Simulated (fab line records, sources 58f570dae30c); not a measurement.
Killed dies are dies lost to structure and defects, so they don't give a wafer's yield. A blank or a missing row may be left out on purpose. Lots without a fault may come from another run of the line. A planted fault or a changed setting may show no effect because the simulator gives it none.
fab line records | flow berkeley_cmos170
record lots=5 wafers=23
route steps=331 shown M3@322
start_h: hours from the record's first day to the start of the lot's first wafer shown | wait_h: hours since the lot's step before | " the same as in the row above | L1.1+2: a row that stands for several wafers | - no value, or no start given | * or withheld: withheld | < > ~ a bound
route shown NAME@n: a module of which the file shows steps, and the number in the route of the first | usual: mean/standard deviation of fault-free wafers | same: alike in all rows | chamber/n: place in a boat | sites: the reading at each site | _std_site: their standard deviation | _edge_site: outer sites' mean less inner sites' | radius_mm: how far each site lies from the wafer's centre | mask NAME#n: copy n | behind: the tool/chamber that last shaped the wafer | hold: why the lot was held/for how many hours/how that ended | device: the transistor (n, p or np) that didn't switch | end of line: the same wafers' tests at the end of the route | a step without rows: its recipe alone | killed: dies lost to structure and defects at the first sort, not the wafer's yield | map: a wafer's dies, x killed, . not, _ none there
set.NAME: the setting as run; set.NAME@STEP: as run at that earlier step | model.NAME: the simulator's own value behind a step, which no gauge read
lots whose settings were changed on purpose; a table a step, a row a wafer
## steps
# step UCB170_M3_PEB_13
# recipe peb_temp_c=130 peb_time_s=withheld resist=KrF
# columns lot.wafer tool chamber start_h wait_h set.peb_temp_c
L075.1+2+4+5+6 litho_track-04 0 194.03 0.1 130
L074.2+6 litho_track-04 0 194.78 0.2 126.4
L074.3+4+5 " 0 " " 130
L077.1+4 litho_track-02 0 194.93 0.1 130
L077.3+5+6 " 0 " " 127.4
L076.1+2+5 litho_track-04 0 195.26 0.1 130
L076.3+4 " 0 " " 131.2
L080.1+2+6 litho_track-04 0 228.38 0.1 130
# step UCB170_M3_DEVELOP_14
# recipe developer=TMAH develop_time_s=45 resist=KrF dev_temp_c=21
# step UCB170_M3_CD_MEAS_15
# recipe target_cd_nm=700
# usual cd_nm=699.9/1.4
# columns lot.wafer tool chamber start_h wait_h set.peb_temp_c@M3_PEB_13 cd_nm
L075.1 cd_sem-01 - 194.30 - 130 702.5
L075.2 " - " " 130 700.8
L075.4 " - " " 130 700.8
L075.5 " - " " 130 700.6
L075.6 " - " " 130 700.9
L074.2 cd_sem-02 - 195.05 - 126.4 727.5
L074.3 " - " " 130 699.1
L074.4 " - " " 130 698.8
L074.5 " - " " 130 699.2
L074.6 " - " " 126.4 726.2
L077.1 cd_sem-01 - 195.20 - 130 699.4
L077.3 " - " " 127.4 717.3
L077.4 " - " " 130 699.9
L077.5 " - " " 127.4 718.4
L077.6 " - " " 127.4 718.3
L076.1 cd_sem-02 - 195.53 - 130 700.5
L076.2 " - " " 130 700.5
L076.3 " - " " 131.2 691.8
L076.4 " - " " 131.2 692.9
L076.5 " - " " 130 700.0
L080.1 cd_sem-02 - 228.65 - 130 700.7
L080.2 " - " " 130 700.2
L080.6 " - " " 130 701.1
# step UCB170_M3_ETCH_17
# recipe chemistry=N2/H2 target_depth_a=withheld overetch_a=withheld target=BARC time_s=withheld source_w=500 bias_w=100 pressure_mtorr=30 n2_flow_sccm=100 h2_flow_sccm=200
# columns lot.wafer tool chamber start_h wait_h set.peb_temp_c@M3_PEB_13 model.M3.cd_nm
L075.1 rie_diel-01 3 194.46 0.0 130 703.1
L075.2+4+6 " 2,2,0 " " 130 700.4
L075.5 " 3 " " 130 701.2
L074.2 rie_diel-04 0 195.18 0.0 126.4 728
L074.3 " 3 " " 130 698
L074.4 " 2 " " 130 698.7
L074.5 " 0 " " 130 699.7
L074.6 " 1 " " 126.4 726.2
L077.1 rie_diel-02 1 195.36 0.0 130 700.2
L077.3 " 2 " " 127.4 718
L077.4 " 3 " " 130 699.2
L077.5 " 1 " " 127.4 718.8
L077.6 " 2 " " 127.4 718.9
L076.1 rie_diel-01 0 195.69 0.0 130 699.4
L076.2 " 2 " " 130 700.6
L076.3 " 3 " " 131.2 693.3
L076.4 " 2 " " 131.2 692.9
L076.5 " 0 " " 130 700
L080.1 rie_diel-04 1 228.81 0.0 130 702
L080.2 " 3 " " 130 699.2
L080.6 " 2 " " 130 701.1
# step UCB170_M3_METAL_ETCH_18
# recipe chemistry=Cl2/BCl3 target=Al stop_on=SiO2 pressure_mtorr=12 target_depth_a=11700 over_etch_frac=0.3 time_s=195 icp_w=600 bias_w=120 Cl2_flow_sccm=90 bcl3_flow_sccm=45
# columns lot.wafer tool chamber start_h wait_h set.time_s set.peb_temp_c@M3_PEB_13 model.KrF_of_M3_COAT_10.thk_nm model.M3.cd_nm model.SiO2_of_V2_CVD_00.thk_nm
L075.1 rie_metal-02 1 194.50 - 215.1 130 124.2 695.1 929.4
L075.2 " 0 " " 195 130 216.9 696.9 937.4
L075.4 " 1 " " 215.1 130 122.3 695 928.6
L075.5 " 0 " " 215.1 130 138.7 692.5 927.2
L075.6 " 1 " " 195 130 197.6 699.6 936.7
L074.2 rie_metal-01 0 195.23 - 195 126.4 210 727.3 937.4
L074.3 " 1 " " 183.9 130 253.3 705.1 942.8
L074.4 " 0 " " 195 130 206 695.1 938.8
L074.5 " 0 " " 195 130 203.3 699.4 938
L074.6 " 1 " " 183.9 126.4 254.3 735 940.7
L077.1 rie_metal-04 1 195.40 - 195 130 196.4 699.1 935.4
L077.3 " 1 " " 195 127.4 202.7 718.3 936.1
L077.4 " 0 " " 195 130 240.5 697.6 939.6
L077.5 " 0 " " 195 127.4 234.9 719.4 939
L077.6 " 1 " " 195 127.4 199.6 716.6 935.7
L076.1 rie_metal-02 0 195.73 - 195 130 213.1 696 939.2
L076.2 " 1 " " 195 130 196.1 701.4 937.5
L076.3 " 0 " " 195 131.2 217.4 691.2 938.4
L076.4 " 1 " " 195 131.2 202.7 689.5 938.5
L076.5 " 1 " " 195 130 200.1 698.2 937.9
L080.1 rie_metal-02 1 228.85 - 195 130 203.5 701 937.7
L080.2 " 0 " " 195 130 216.7 698.9 936.6
L080.6 " 0 " " 195 130 209 700.4 937.7
# step UCB170_M3_STRIP_19
# recipe chemistry=O2 power_w=400 pressure_mtorr=3500 platen_temp_c=withheld o2_flow_sccm=400 overash_fraction=0.5
# usual oes_product_au=0.543/0.013
# columns lot.wafer tool chamber start_h wait_h set.time_s@M3_METAL_ETCH_18 oes_product_au
L075.1 plasma_asher-01 1 194.69 0.1 215.1 0.447
L075.2 " 0 " " 195 0.545
L075.4 " 0 " " 215.1 0.446
L075.5 " 0 " " 215.1 0.473
L075.6 " 1 " " 195 0.528
L074.2 plasma_asher-04 1 195.41 0.1 195 0.550
L074.3 " 1 " " 183.9 0.587
L074.4 " 0 " " 195 0.536
L074.5 " 1 " " 195 0.536
L074.6 " 0 " " 183.9 0.590
L077.1 plasma_asher-03 1 195.59 0.1 195 0.524
L077.3 " 1 " " 195 0.538
L077.4 " 0 " " 195 0.575
L077.5 " 0 " " 195 0.572
L077.6 " 1 " " 195 0.526
L076.1 plasma_asher-01 1 195.92 0.1 195 0.545
L076.2 " 0 " " 195 0.526
L076.3 " 1 " " 195 0.548
L076.4 " 0 " " 195 0.524
L076.5 " 1 " " 195 0.529
L080.1 plasma_asher-04 1 229.04 0.1 195 0.534
L080.2 " 0 " " 195 0.553
L080.6 " 1 " " 195 0.544
# step UCB170_M3_CD_MEAS_90
# recipe target_cd_nm=700
# usual cd_nm=698.9/2.6
# columns lot.wafer tool chamber start_h wait_h set.peb_temp_c@M3_PEB_13 cd_nm
L075.1 cd_sem-01 - 194.79 0.1 130 695.3
L075.2 " - " " 130 696.7
L075.4 " - " " 130 695.0
L075.5 " - " " 130 692.7
L075.6 " - " " 130 699.4
L074.2 cd_sem-01 - 195.53 0.1 126.4 727.6
L074.3 " - " " 130 705.1
L074.4 " - " " 130 694.9
L074.5 " - " " 130 699.5
L074.6 " - " " 126.4 735.0
L077.1 cd_sem-01 - 195.69 0.1 130 699.3
L077.3 " - " " 127.4 718.3
L077.4 " - " " 130 697.9
L077.5 " - " " 127.4 719.3
L077.6 " - " " 127.4 716.6
L076.1 cd_sem-02 - 196.02 0.1 130 695.6
L076.2 " - " " 130 701.6
L076.3 " - " " 131.2 691.1
L076.4 " - " " 131.2 689.7
L076.5 " - " " 130 698.1
L080.1 cd_sem-01 - 229.14 0.1 130 700.7
L080.2 " - " " 130 699.0
L080.6 " - " " 130 700.4
## key
split step=UCB170_M3_PEB_13 setting=peb_temp_c stated=130 by=wafer
response step=UCB170_M3_CD_MEAS_15 reading=cd_nm change=-9.67 per=1% r=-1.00
response step=UCB170_M3_ETCH_17 reading=model.M3.cd_nm change=-9.79 per=1% r=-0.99
response step=UCB170_M3_METAL_ETCH_18 reading=model.M3.cd_nm change=-10.7 per=1% r=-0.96
response step=UCB170_M3_CD_MEAS_90 reading=cd_nm change=-10.7 per=1% r=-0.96
split step=UCB170_M3_METAL_ETCH_18 setting=time_s stated=195 by=wafer
response step=UCB170_M3_METAL_ETCH_18 reading=model.KrF_of_M3_COAT_10.thk_nm change=-7.81 per=1% r=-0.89
response step=UCB170_M3_METAL_ETCH_18 reading=model.SiO2_of_V2_CVD_00.thk_nm change=-0.792 per=1% r=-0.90
response step=UCB170_M3_STRIP_19 reading=oes_product_au change=-0.00803 per=1% r=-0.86
